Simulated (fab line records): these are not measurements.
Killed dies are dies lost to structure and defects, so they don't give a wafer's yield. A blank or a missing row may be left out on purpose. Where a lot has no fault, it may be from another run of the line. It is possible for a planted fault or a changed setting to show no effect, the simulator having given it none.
The tool behind it: which one? / flow berkeley cmos170 / 15 lots, 45 wafers sampled, at 4 steps of a route of 331

WHAT THE GAUGES READ, wafer by wafer
UCB170_NWELL_THK_MEAS_02. Usual: NWELL_OXIDE_THK gives 26.3 nm (standard deviation 0.51).
lot=L804; measured=day 2 05:53; on=film metro-03; NWELL_OXIDE_THK (nm)=26.3 26.6 26.6; flag=
lot=L805; measured=day 2 05:53; on=film metro-01; NWELL_OXIDE_THK (nm)=26.8 26.8 27.1; flag=
lot=L806; measured=day 2 14:50; on=film metro-01; NWELL_OXIDE_THK (nm)=25.3 25.3 25.3; flag=
lot=L807; measured=day 3 00:02; on=film metro-03; NWELL_OXIDE_THK (nm)=25.9 26.2 26.2; flag=
lot=L812; measured=day 3 20:44; on=film metro-04; NWELL_OXIDE_THK (nm)=26.3 26.7 25.9; flag=
lot=L814; measured=day 4 07:00; on=film metro-04; NWELL_OXIDE_THK (nm)=26.8 26.9 26.7; flag=
lot=L815; measured=day 4 12:11; on=film metro-04; NWELL_OXIDE_THK (nm)=26.4 26.6 26.6; flag=
lot=L817; measured=day 4 17:41; on=film metro-03; NWELL_OXIDE_THK (nm)=27.1 27.0 26.6; flag=
lot=L816; measured=day 4 17:41; on=film metro-04; NWELL_OXIDE_THK (nm)=27.1 26.4 27.1; flag=
lot=L819; measured=day 5 02:47; on=film metro-01; NWELL_OXIDE_THK (nm)=25.7 25.9 25.6; flag=
lot=L822; measured=day 5 18:41; on=film metro-03; NWELL_OXIDE_THK (nm)=26.6 26.8 26.2; flag=
lot=L824; measured=day 6 03:41; on=film metro-03; NWELL_OXIDE_THK (nm)=26.7 27.0 26.6; flag=
lot=L823; measured=day 6 03:41; on=film metro-04; NWELL_OXIDE_THK (nm)=26.3 26.8 26.6; flag=
lot=L825; measured=day 6 14:24; on=film metro-01; NWELL_OXIDE_THK (nm)=25.3 25.3 24.9; flag=
lot=L826; measured=day 6 23:26; on=film metro-01; NWELL_OXIDE_THK (nm)=26.1 26.0 26.2; flag=

UCB170_M3_BOW_MEAS_20. Usual: M3_BOW gives 34 um (standard deviation 6.8).
lot=L804; measured=day 9 10:53; on=film metro-02; M3_BOW (um)=33 39 33; flag=
lot=L805; measured=day 9 09:47; on=film metro-02; M3_BOW (um)=46 34 36; flag=
lot=L806; measured=day 9 15:37; on=film metro-01; M3_BOW (um)=29 33 40; flag=
lot=L807; measured=day 9 21:25; on=film metro-02; M3_BOW (um)=39 32 29; flag=
lot=L812; measured=day 10 14:45; on=film metro-01; M3_BOW (um)=31 45 35; flag=
lot=L814; measured=day 11 03:14; on=film metro-01; M3_BOW (um)=36 29 36; flag=
lot=L815; measured=day 11 00:15; on=film metro-04; M3_BOW (um)=29 25 34; flag=
lot=L817; measured=day 11 12:01; on=film metro-01; M3_BOW (um)=31 38 35; flag=
lot=L816; measured=day 11 12:35; on=film metro-02; M3_BOW (um)=36 20 35; flag=
lot=L819; measured=day 11 21:35; on=film metro-01; M3_BOW (um)=23 39 28; flag=
lot=L822; measured=day 12 22:16; on=film metro-01; M3_BOW (um)=38 37 32; flag=
lot=L824; measured=day 12 19:13; on=film metro-01; M3_BOW (um)=27 33 41; flag=
lot=L823; measured=day 12 23:01; on=film metro-02; M3_BOW (um)=43 38 30; flag=
lot=L825; measured=day 13 14:29; on=film metro-04; M3_BOW (um)=27 48 16; flag=
lot=L826; measured=day 14 04:13; on=film metro-02; M3_BOW (um)=44 43 32; flag=

TOOL THAT RAN EACH LOT (tool first, then ch and the chambers of the sampled wafers, then the start)
lot=L804; UCB170_ZERO_ETCH_06=rie diel-01 ch 0,1,2, day 1 23:32; UCB170_M1_STRIP_13=plasma asher-03 ch 1, day 8 19:41
lot=L805; UCB170_ZERO_ETCH_06=rie diel-01 ch 0,2,3, day 2 00:48; UCB170_M1_STRIP_13=plasma asher-02 ch 0, day 8 19:33
lot=L806; UCB170_ZERO_ETCH_06=rie diel-01 ch 1,2,3, day 2 10:56; UCB170_M1_STRIP_13=plasma asher-03 ch 0,1, day 9 01:55
lot=L807; UCB170_ZERO_ETCH_06=rie diel-01 ch 1,2, day 2 15:05; UCB170_M1_STRIP_13=plasma asher-01 ch 0,1, day 9 09:22
lot=L812; UCB170_ZERO_ETCH_06=rie diel-02 ch 1,2, day 3 12:22; UCB170_M1_STRIP_13=plasma asher-03 ch 0,1, day 10 01:43
lot=L814; UCB170_ZERO_ETCH_06=rie diel-04 ch 1,2,3, day 4 00:35; UCB170_M1_STRIP_13=plasma asher-03 ch 0,1, day 10 10:17
lot=L815; UCB170_ZERO_ETCH_06=rie diel-04 ch 1,2, day 4 05:54; UCB170_M1_STRIP_13=plasma asher-01 ch 0,1, day 10 09:13
lot=L817; UCB170_ZERO_ETCH_06=rie diel-04 ch 1,2, day 4 12:05; UCB170_M1_STRIP_13=plasma asher-03 ch 0,1, day 10 22:46
lot=L816; UCB170_ZERO_ETCH_06=rie diel-01 ch 0,3, day 4 12:22; UCB170_M1_STRIP_13=plasma asher-02 ch 0,1, day 10 22:58
lot=L819; UCB170_ZERO_ETCH_06=rie diel-02 ch 1,2, day 4 21:08; UCB170_M1_STRIP_13=plasma asher-03 ch 0,1, day 11 07:43
lot=L822; UCB170_ZERO_ETCH_06=rie diel-04 ch 2,3, day 5 13:13; UCB170_M1_STRIP_13=plasma asher-02 ch 0,1, day 12 03:56
lot=L824; UCB170_ZERO_ETCH_06=rie diel-04 ch 1,3, day 5 23:24; UCB170_M1_STRIP_13=plasma asher-01 ch 0,1, day 12 02:24
lot=L823; UCB170_ZERO_ETCH_06=rie diel-01 ch 1,3, day 5 23:34; UCB170_M1_STRIP_13=plasma asher-02 ch 0,1, day 12 03:25
lot=L825; UCB170_ZERO_ETCH_06=rie diel-02 ch 0,2,3, day 6 06:58; UCB170_M1_STRIP_13=plasma asher-02 ch 0,1, day 13 01:38
lot=L826; UCB170_ZERO_ETCH_06=rie diel-01 ch 1,2,3, day 6 13:16; UCB170_M1_STRIP_13=plasma asher-01 ch 0,1, day 13 11:22
- UCB170_ZERO_ETCH_06: etches SiO2 in CHF3/CF4/Ar, time 12 s.
- UCB170_M1_STRIP_13: strips in O2.

AS READ BY THE TOOLS THEMSELVES (means over the sampled wafers that have a number; for cases with no such wafer, the mark the record gives instead)
UCB170_ZERO_ETCH_06. Usual: chamber pressure mTorr 100.00 mTorr, standard deviation 0.097; drypump motor current A 5.6 A, standard deviation 0.33; oes product au 0.623 a.u., standard deviation 0.011; throttle valve pct 9.35 %, standard deviation 0.17.
lot=L804; tool=rie diel-01; chamber pressure mTorr (mTorr)=100.07; drypump motor current A (A)=5.6; oes product au (a.u.)=0.625; throttle valve pct (%)=9.47; flag=
lot=L805; tool=rie diel-01; chamber pressure mTorr (mTorr)=99.98; drypump motor current A (A)=5.6; oes product au (a.u.)=0.624; throttle valve pct (%)=9.29; flag=
lot=L806; tool=rie diel-01; chamber pressure mTorr (mTorr)=100.02; drypump motor current A (A)=5.5; oes product au (a.u.)=0.629; throttle valve pct (%)=9.36; flag=
lot=L807; tool=rie diel-01; chamber pressure mTorr (mTorr)=99.99; drypump motor current A (A)=5.7; oes product au (a.u.)=0.622; throttle valve pct (%)=9.56; flag=
lot=L812; tool=rie diel-02; chamber pressure mTorr (mTorr)=99.94; drypump motor current A (A)=6.2; oes product au (a.u.)=0.610; throttle valve pct (%)=9.29; flag=
lot=L814; tool=rie diel-04; chamber pressure mTorr (mTorr)=99.96; drypump motor current A (A)=5.8; oes product au (a.u.)=0.618; throttle valve pct (%)=9.38; flag=
lot=L815; tool=rie diel-04; chamber pressure mTorr (mTorr)=99.93; drypump motor current A (A)=5.9; oes product au (a.u.)=0.625; throttle valve pct (%)=9.34; flag=
lot=L817; tool=rie diel-04; chamber pressure mTorr (mTorr)=100.00; drypump motor current A (A)=5.9; oes product au (a.u.)=0.622; throttle valve pct (%)=9.35; flag=
lot=L816; tool=rie diel-01; chamber pressure mTorr (mTorr)=99.95; drypump motor current A (A)=5.4; oes product au (a.u.)=0.634; throttle valve pct (%)=9.10; flag=
lot=L819; tool=rie diel-02; chamber pressure mTorr (mTorr)=100.02; drypump motor current A (A)=6.1; oes product au (a.u.)=0.624; throttle valve pct (%)=9.26; flag=
lot=L822; tool=rie diel-04; chamber pressure mTorr (mTorr)=100.05; drypump motor current A (A)=5.5; oes product au (a.u.)=0.611; throttle valve pct (%)=9.41; flag=
lot=L824; tool=rie diel-04; chamber pressure mTorr (mTorr)=100.00; drypump motor current A (A)=5.6; oes product au (a.u.)=0.620; throttle valve pct (%)=9.40; flag=
lot=L823; tool=rie diel-01; chamber pressure mTorr (mTorr)=99.98; drypump motor current A (A)=5.3; oes product au (a.u.)=0.636; throttle valve pct (%)=9.35; flag=
lot=L825; tool=rie diel-02; chamber pressure mTorr (mTorr)=100.04; drypump motor current A (A)=5.5; oes product au (a.u.)=0.629; throttle valve pct (%)=9.24; flag=
lot=L826; tool=rie diel-01; chamber pressure mTorr (mTorr)=100.05; drypump motor current A (A)=5.5; oes product au (a.u.)=0.628; throttle valve pct (%)=9.35; flag=

UCB170_M1_STRIP_13. Usual: chamber pressure mTorr 3500 mTorr, standard deviation 3.1; drypump motor current A 5.6 A, standard deviation 0.38; oes product au 0.720 a.u., standard deviation 0.0043.
lot=L804; tool=plasma asher-03; chamber pressure mTorr (mTorr)=3503; drypump motor current A (A)=5.5; oes product au (a.u.)=0.722; flag=
lot=L805; tool=plasma asher-02; chamber pressure mTorr (mTorr)=3498; drypump motor current A (A)=6.1; oes product au (a.u.)=0.719; flag=
lot=L806; tool=plasma asher-03; chamber pressure mTorr (mTorr)=3500; drypump motor current A (A)=5.3; oes product au (a.u.)=0.720; flag=
lot=L807; tool=plasma asher-01; chamber pressure mTorr (mTorr)=3499; drypump motor current A (A)=6.0; oes product au (a.u.)=0.722; flag=
lot=L812; tool=plasma asher-03; chamber pressure mTorr (mTorr)=3498; drypump motor current A (A)=5.3; oes product au (a.u.)=0.720; flag=
lot=L814; tool=plasma asher-03; chamber pressure mTorr (mTorr)=3499; drypump motor current A (A)=5.4; oes product au (a.u.)=0.688; flag=OFF
lot=L815; tool=plasma asher-01; chamber pressure mTorr (mTorr)=3500; drypump motor current A (A)=6.0; oes product au (a.u.)=0.725; flag=
lot=L817; tool=plasma asher-03; chamber pressure mTorr (mTorr)=3500; drypump motor current A (A)=5.4; oes product au (a.u.)=0.698; flag=OFF
lot=L816; tool=plasma asher-02; chamber pressure mTorr (mTorr)=3499; drypump motor current A (A)=5.6; oes product au (a.u.)=0.720; flag=
lot=L819; tool=plasma asher-03; chamber pressure mTorr (mTorr)=3501; drypump motor current A (A)=5.4; oes product au (a.u.)=0.694; flag=OFF
lot=L822; tool=plasma asher-02; chamber pressure mTorr (mTorr)=3499; drypump motor current A (A)=5.6; oes product au (a.u.)=0.720; flag=
lot=L824; tool=plasma asher-01; chamber pressure mTorr (mTorr)=3497; drypump motor current A (A)=5.8; oes product au (a.u.)=0.718; flag=
lot=L823; tool=plasma asher-02; chamber pressure mTorr (mTorr)=3503; drypump motor current A (A)=5.6; oes product au (a.u.)=0.721; flag=
lot=L825; tool=plasma asher-02; chamber pressure mTorr (mTorr)=3502; drypump motor current A (A)=5.6; oes product au (a.u.)=0.718; flag=
lot=L826; tool=plasma asher-01; chamber pressure mTorr (mTorr)=3502; drypump motor current A (A)=6.1; oes product au (a.u.)=0.719; flag=

THE ANSWER, worked out from the rows above alone
Rule: a lot counts as off when the mean over its wafers that have a number is more than 3 standard deviations away from the usual mean. Also off: a lot with no number at a reading for which 4 or more lots have one. All remaining lots with rows at the step are treated as sound. Order of review: gauges by route order, followed by the tools' own readings, for which a lot's mean as printed above is used. At the first step where some lot is off, the reading lying furthest off is the one used; lots without a number count as furthest.
Off: L814, L817, L819, at UCB170_M1_STRIP_13 (oes product au).
A tool fits if, at that step or a process step before it, it ran every lot that is off, and no sound lot after the first of them. One fits: plasma asher-03 at UCB170_M1_STRIP_13. A fault onset in the window from L812 (day 10 01:43, its last sound lot) to L814 (day 10 10:17, its first lot off) fits.
On the lots that are off, the tool's own readings at UCB170_M1_STRIP_13 differ by more than 5 times the standard deviation of the sound lots' means, which bears it out; oes product au reads 0.693 a.u. there versus 0.720 a.u. on the sound lots.

WHAT HAD BEEN PUT IN BY THE SIMULATOR
plasma asher-03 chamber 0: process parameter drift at UCB170_M1_STRIP_13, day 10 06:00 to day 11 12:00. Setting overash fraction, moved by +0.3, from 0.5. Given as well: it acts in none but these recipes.
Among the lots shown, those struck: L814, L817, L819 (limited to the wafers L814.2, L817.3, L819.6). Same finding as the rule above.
